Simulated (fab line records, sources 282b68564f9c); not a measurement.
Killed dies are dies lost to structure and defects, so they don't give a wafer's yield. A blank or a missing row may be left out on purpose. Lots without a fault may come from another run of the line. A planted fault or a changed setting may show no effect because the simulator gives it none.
A struck lot beside a sound one | flow rit_cmos | 17 steps out of a route of 202
Sound: wafers L673.1, L673.3, L673.4. Struck: wafers L678.1, L678.3, L678.5. The cause comes at the end.
At each step with rows: each side's tool, then ch and its chambers, then its first start. Under that, the readings that differ: sound wafers | struck wafers | difference of the means | sigmas: that difference in standard deviations of wafers without a fault.
alike: readings whose means differ by less than 2 such deviations, and words and numbers that are the same on both sides. not compared: withheld readings, readings that some wafer has no value for, bounds like >300 that may hide the same value, and numbers for which the record gives no deviation and whose values overlap.
The two part at a step that has a row with sigmas, a row that says differs or no value, or rows on one side only. Numbers that don't overlap but have no deviation are shown without sigmas and don't part them. A reading that every wafer of one side lacks parts them only if that side has two wafers or more.

first, 1 step without rows for these wafers: RIT_PRETRO_DEVELOP_05 (develop time 68 s).
RIT_PRETRO_OVL_MEAS_06:
  sound on overlay-01, day 2 10:02; struck on overlay-01, day 3 14:26
  alike: PRETRO_OVL
then, 2 steps without rows for these wafers: RIT_PRETRO_HARDBAKE_07 (time 120 s); RIT_PRETRO_IMPLANT_08.
RIT_PRETRO_STRIP_09: strips in O2, time 180 s.
  sound on plasma_asher-04 ch 0,1, day 2 10:28; struck on plasma_asher-03 ch 1, day 3 14:52
  alike: drypump_motor_current_A
  not compared: rf_hours_counter_h
RIT_PRETRO_TW_MEAS_10:
  sound on film_metro-03, day 2 10:39; struck on film_metro-02, day 3 15:02
  reading   | sound       | struck      | difference | sigmas
  PRETRO_TW | 466 467 468 | 481 479 478 | +12        | +3
then, 5 steps without rows for these wafers: RIT_GATE_WET_ETCH_00 (etches SiO2 in BOE, target depth 56 nm, time 60 s); RIT_GATE_CLEAN_01 (cleans in SC1, time 600 s); RIT_GATE_CLEAN_02 (cleans in dHF, time 30 s); RIT_GATE_CLEAN_03 (cleans in SC2, time 600 s); RIT_GATE_CLEAN_04 (cleans in dHF, time 60 s).
RIT_FOX2_THK_MEAS_91:
  sound on film_metro-01, day 2 11:09; struck on film_metro-04, day 3 15:35
  alike: FIELD_OXIDE_LEFT_2_THK
RIT_GATE_OXIDATION_05: target thk 3 nm, ox time 270 s.
  sound on furnace-04 ch 0, day 2 15:48; struck on furnace-01 ch 0, day 3 15:39
  reading                                     | sound                | struck               | difference | sigmas
  spike_tc_centre_C (C)                       | 903.8 902.4 902.4    | 886.7 887.8 888.7    | -15.1      | -16
  spike_tc_load_C (C)                         | 923.7 923.9 924.1    | 907.0 905.1 908.2    | -17.1      | -7
  spike_tc_source_C (C)                       | 918 919 917          | 907 908 907          | -11        | -3
  tube_center_temp_C (C)                      | 900.04 900.02 900.08 | 886.05 886.05 885.84 | -14.07     | -99 or more
  tube_center_temp_C_max                      | 902.4 902.8 902.2    | 888.5 888.1 888.0    | -14.3      | -40
  zone_power_load_pct (%)                     | 25.13 24.94 24.88    | 24.55 24.29 24.52    | -0.53      | -2
  model.SiO2_of_GATE_OXIDATION_05.thk_nm (nm) | 3.04 3.088 3.104     | 2.449 2.436 2.478    | -0.623     |
then, 1 step without rows for these wafers: RIT_GATE_ANNEAL_06 (time 600 s).
RIT_GATE_THK_MEAS_07:
  sound on film_metro-03, day 2 17:39; struck on film_metro-01, day 3 17:26
  reading             | sound          | struck         | difference | sigmas
  GATE_OXIDE_THK (nm) | 3.01 3.10 3.13 | 2.44 2.43 2.53 | -0.61      | -9
then, 1 step without rows for these wafers: RIT_GATE_CVD_08 (deposits poly-Si from SiH4, target thk 250 nm, time 2220 s).
RIT_M1_PROBE_99:
  sound on prober-01, day 3 19:48; struck on prober-02, day 4 17:26
  reading                             | sound             | struck            | difference | sigmas
  model.etest.pmos_0p3.r_on_ohm_um    | 6440 6558 6497    | 5425 5374 5521    | -1058      |
  model.etest.pmos_turned.r_on_ohm_um | 3558 3603 3576    | 3170 3146 3262    | -386       |
  model.etest.pmos_0p15.r_on_ohm_um   | 2836 2874 2891    | 2542 2495 2581    | -328       |
  model.etest.nmos_0p3.r_on_ohm_um    | 2203 2192 2224    | 1944 1914 1973    | -263       |
  model.etest.nmos_0p15.drive_ua_um   | 468.8 453.6 455.5 | 547.6 548.8 533.9 | +84.1      |
  model.etest.nmos_0p15.r_on_ohm_um   | 1161 1159 1172    | 1066 1052 1074    | -100       |
  model.etest.nmos_narrow.drive_ua_um | 215.7 212.2 211.9 | 280.7 282.1 276.3 | +66.4      |
  model.etest.nmos_0p3.drive_ua_um    | 223.6 218.7 215.3 | 277.6 280.6 273.6 | +58.1      |
  alike: killed_at_contacts, killed_at_front_end, killed_dies, killed_open, killed_short

WHERE THEY PART
First at RIT_PRETRO_TW_MEAS_10; last, within this record, at RIT_GATE_THK_MEAS_07. Later steps at which nothing parts them and some readings are alike: RIT_M1_PROBE_99.

WHY: what the simulator had put in
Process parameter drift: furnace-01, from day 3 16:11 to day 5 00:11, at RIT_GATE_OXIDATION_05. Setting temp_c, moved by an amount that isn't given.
